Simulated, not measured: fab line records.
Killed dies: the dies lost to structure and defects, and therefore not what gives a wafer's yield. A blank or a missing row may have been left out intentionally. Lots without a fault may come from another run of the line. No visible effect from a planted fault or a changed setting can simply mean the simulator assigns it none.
Which tool did it? ; flow rit cmos ; 14 lots, 42 wafers sampled, at 6 steps of a route of 202

## WHAT EACH GAUGE READ, for each wafer
RIT_NRETRO_TW_MEAS_10. Usual: NRETRO_TW typically reads 1049, with standard deviation 4.9.
lot;measured;on;NRETRO_TW;flag
L499;day 2 21:26;film metro-03;1056 1055 1053;
L500;day 3 03:49;film metro-04;1045 1045 1047;
L501;day 3 09:17;film metro-04;1053 1052 1042;
L502;day 3 09:31;film metro-03;1053 1053 1054;
L504;day 3 17:19;film metro-04;1049 1049 1043;
L503;day 3 17:35;film metro-03;1058 1054 1055;
L506;day 3 21:07;film metro-03;1054 1056 1062;
L505;day 3 21:19;film metro-02;1052 1048 1054;
L510;day 4 18:46;film metro-04;1045 1041 1046;
L511;day 4 23:10;film metro-03;1050 1046 1051;
L512;day 5 02:34;film metro-03;1050 1052 1052;
L515;day 5 15:51;film metro-03;1051 1049 1054;
L518;day 6 11:13;film metro-03;1053 1050 1051;
L522;day 7 05:21;film metro-03;1045 1048 1045;

RIT_NSD_TW_MEAS_10. Usual: NSD_TW typically reads 3112, with standard deviation 12.
lot;measured;on;NSD_TW;flag
L499;day 3 20:04;film metro-02;3112 3119 3127;
L500;day 4 02:49;film metro-02;3104 3099 3115;
L501;day 4 07:08;film metro-04;3100 3094 3104;
L502;day 4 07:44;film metro-04;3096 3089 3099;
L504;day 4 12:37;film metro-04;3098 3107 3108;
L503;day 4 14:23;film metro-03;3100 3104 3106;
L506;day 4 19:09;film metro-03;3111 3102 3110;
L505;day 4 20:58;film metro-02;3117 3114 3127;
L510;day 5 13:13;film metro-04;3088 3112 3106;
L511;day 5 17:37;film metro-03;3113 3113 3128;
L512;day 5 23:11;film metro-03;2551 2556 2546;OFF
L515;day 6 11:23;film metro-04;2532 2540 2545;OFF
L518;day 7 05:53;film metro-03;3101 3108 3111;
L522;day 7 23:26;film metro-02;3106 3094 3097;

RIT_SDANNEAL_RS_MEAS_05: a four-point-probe measurement. Usual: NSD_RS typically reads 84.48 ohm/sq, with standard deviation 0.26.
lot;measured;on;NSD_RS (ohm/sq);flag
L499;day 3 22:11;film metro-03;84.64 84.55 84.66;
L500;day 4 04:58;film metro-02;84.65 84.97 84.96;
L501;day 4 09:59;film metro-03;84.06 84.48 84.36;
L502;day 4 10:07;film metro-04;84.37 84.46 84.59;
L504;day 4 14:53;film metro-04;84.46 84.49 84.39;
L503;day 4 16:33;film metro-02;84.63 84.79 84.72;
L506;day 4 21:25;film metro-03;84.86 84.89 84.74;
L505;day 4 23:03;film metro-04;84.23 84.56 84.18;
L510;day 5 15:24;film metro-04;84.62 84.52 84.22;
L511;day 5 19:38;film metro-03;84.43 84.49 84.66;
L512;day 6 01:17;film metro-04;164.62 165.56 166.12;OFF
L515;day 6 13:49;film metro-03;167.35 165.52 166.21;OFF
L518;day 7 08:08;film metro-03;84.64 84.60 84.99;
L522;day 8 01:28;film metro-04;84.44 84.31 84.47;

## TOOL THAT RAN EACH LOT (tool first, then ch and the chambers of the sampled wafers, then the start)
lot;RIT_NRETRO_STRIP_09;RIT_NLDD_STRIP_09;RIT_NSD_IMPLANT_08
L499;plasma asher-04 ch 0,1, day 2 21:18;plasma asher-01 ch 0,1, day 3 14:09;implanter-04 ch 0, day 3 19:46
L500;plasma asher-01 ch 0,1, day 3 03:38;plasma asher-02 ch 0, day 3 20:51;implanter-03 ch 0, day 4 02:29
L501;plasma asher-04 ch 0,1, day 3 09:05;plasma asher-01 ch 0,1, day 4 01:19;implanter-03 ch 0, day 4 06:49
L502;plasma asher-01 ch 0,1, day 3 09:20;plasma asher-03 ch 0,1, day 4 01:50;implanter-02 ch 0, day 4 07:25
L504;plasma asher-04 ch 0,1, day 3 17:08;plasma asher-01 ch 0,1, day 4 06:42;implanter-04 ch 0, day 4 12:17
L503;plasma asher-02 ch 0,1, day 3 17:23;plasma asher-03 ch 0,1, day 4 06:48;implanter-04 ch 0, day 4 14:05
L506;plasma asher-04 ch 0,1, day 3 20:56;plasma asher-02 ch 0,1, day 4 13:29;implanter-04 ch 0, day 4 18:51
L505;plasma asher-02 ch 0,1, day 3 21:08;plasma asher-02 ch 0,1, day 4 14:03;implanter-04 ch 0, day 4 20:40
L510;plasma asher-04 ch 0,1, day 4 18:37;plasma asher-03 ch 0,1, day 5 07:20;implanter-02 ch 0, day 5 12:55
L511;plasma asher-02 ch 0,1, day 4 22:57;plasma asher-03 ch 0,1, day 5 11:53;implanter-04 ch 0, day 5 17:18
L512;plasma asher-02 ch 0,1, day 5 02:23;plasma asher-02 ch 0,1, day 5 17:29;implanter-02 ch 0, day 5 22:52
L515;plasma asher-04 ch 0,1, day 5 15:40;plasma asher-01 ch 0,1, day 6 05:33;implanter-02 ch 0, day 6 11:03
L518;plasma asher-02 ch 0,1, day 6 11:02;plasma asher-01 ch 0,1, day 7 00:12;implanter-03 ch 0, day 7 05:34
L522;plasma asher-02 ch 0,1, day 7 05:10;plasma asher-02 ch 0,1, day 7 17:55;implanter-03 ch 0, day 7 23:07
- RIT_NRETRO_STRIP_09: strips in O2, time 180 s.
- RIT_NLDD_STRIP_09: strips in O2, time 180 s.
- RIT_NSD_IMPLANT_08

## WHAT THE TOOLS THEMSELVES READ (means of the sampled wafers that have a number; where no wafer has one, the mark that the record gives instead)
RIT_NRETRO_STRIP_09. Usual: 6.0 A for drypump motor current A, sd 0.47.
lot;tool;drypump motor current A (A);flag
L499;plasma asher-04;6.4;
L500;plasma asher-01;5.8;
L501;plasma asher-04;6.5;
L502;plasma asher-01;5.9;
L504;plasma asher-04;6.6;
L503;plasma asher-02;5.5;
L506;plasma asher-04;6.6;
L505;plasma asher-02;5.5;
L510;plasma asher-04;6.5;
L511;plasma asher-02;5.6;
L512;plasma asher-02;5.7;
L515;plasma asher-04;6.6;
L518;plasma asher-02;5.5;
L522;plasma asher-02;5.5;

RIT_NLDD_STRIP_09. Usual: 5.68 A for drypump motor current A, sd 0.21.
lot;tool;drypump motor current A (A);flag
L499;plasma asher-01;5.83;
L500;plasma asher-02;5.77;
L501;plasma asher-01;5.82;
L502;plasma asher-03;5.58;
L504;plasma asher-01;5.84;
L503;plasma asher-03;5.75;
L506;plasma asher-02;5.65;
L505;plasma asher-02;5.52;
L510;plasma asher-03;5.73;
L511;plasma asher-03;5.58;
L512;plasma asher-02;5.64;
L515;plasma asher-01;5.81;
L518;plasma asher-01;5.80;
L522;plasma asher-02;5.49;

RIT_NSD_IMPLANT_08. Usual: dose ions cm2 1.0001e+15, standard deviation 1.3e+12; end station pressure torr 7.5e-06 Torr, standard deviation 3.6e-07; faraday current uA 3129, standard deviation 65.
lot;tool;dose ions cm2;end station pressure torr (Torr);faraday current uA;flag
L499;implanter-04;1.0008e+15;8.0e-06;3113;
L500;implanter-03;1.0002e+15;7.3e-06;3133;
L501;implanter-03;1.0005e+15;7.7e-06;3105;
L502;implanter-02;9.9953e+14;7.8e-06;3145;
L504;implanter-04;1.0000e+15;7.1e-06;3156;
L503;implanter-04;9.9960e+14;7.3e-06;3120;
L506;implanter-04;9.9873e+14;7.1e-06;3144;
L505;implanter-04;1.0014e+15;7.4e-06;3138;
L510;implanter-02;9.9873e+14;7.2e-06;3071;
L511;implanter-04;1.0016e+15;7.7e-06;3092;
L512;implanter-02;4.3363e+14;6.1e-06;1349;OFF
L515;implanter-02;4.3273e+14;6.1e-06;1368;OFF
L518;implanter-03;1.0001e+15;7.3e-06;3127;
L522;implanter-03;1.0022e+15;7.6e-06;3196;

## THE ANSWER, worked out from the rows above alone
Rule: lot off if the mean of its wafers having a number is beyond 3 standard deviations from the usual mean. A lot without any number at a reading at which 4 lots or more have one is off too. The other lots that the step has rows for count as sound. After the gauges, taken in route order, come the tools' own readings; for these a lot's mean is taken, as printed above. At the first step where some lot is off, the reading lying furthest off is the one used; lots without a number count as furthest.
Off: L512, L515, at RIT_NSD_TW_MEAS_10 (NSD_TW).
A tool fits if, at a process step before that reading, it ran every lot that is off, and no sound lot after the first of them. The gauges at RIT_NSD_TW_MEAS_10 aren't tried: what is off there is off at RIT_NSD_IMPLANT_08 too, on other tools, and a gauge's error can't cause that. One fits: RIT_NSD_IMPLANT_08 on implanter-02. Its last sound lot is L510 (day 5 12:55), its first lot that is off L512 (day 5 22:52): a fault that began between those two fits.
The tool's own readings at RIT_NSD_IMPLANT_08 bear it out: on the lots that are off they differ by more than 5 times the standard deviation of the sound lots' means. dose ions cm2 reads 4.3318e+14 there against 1.0003e+15 on the sound lots; faraday current uA reads 1358 there against 3128 on the sound lots.

## WHAT HAD BEEN PUT IN BY THE SIMULATOR
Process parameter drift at RIT_NSD_IMPLANT_08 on implanter-02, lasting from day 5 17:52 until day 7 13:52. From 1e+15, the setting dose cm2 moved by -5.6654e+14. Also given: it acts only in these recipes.
Struck lots among those shown: L512, L515. The rule above found the same.
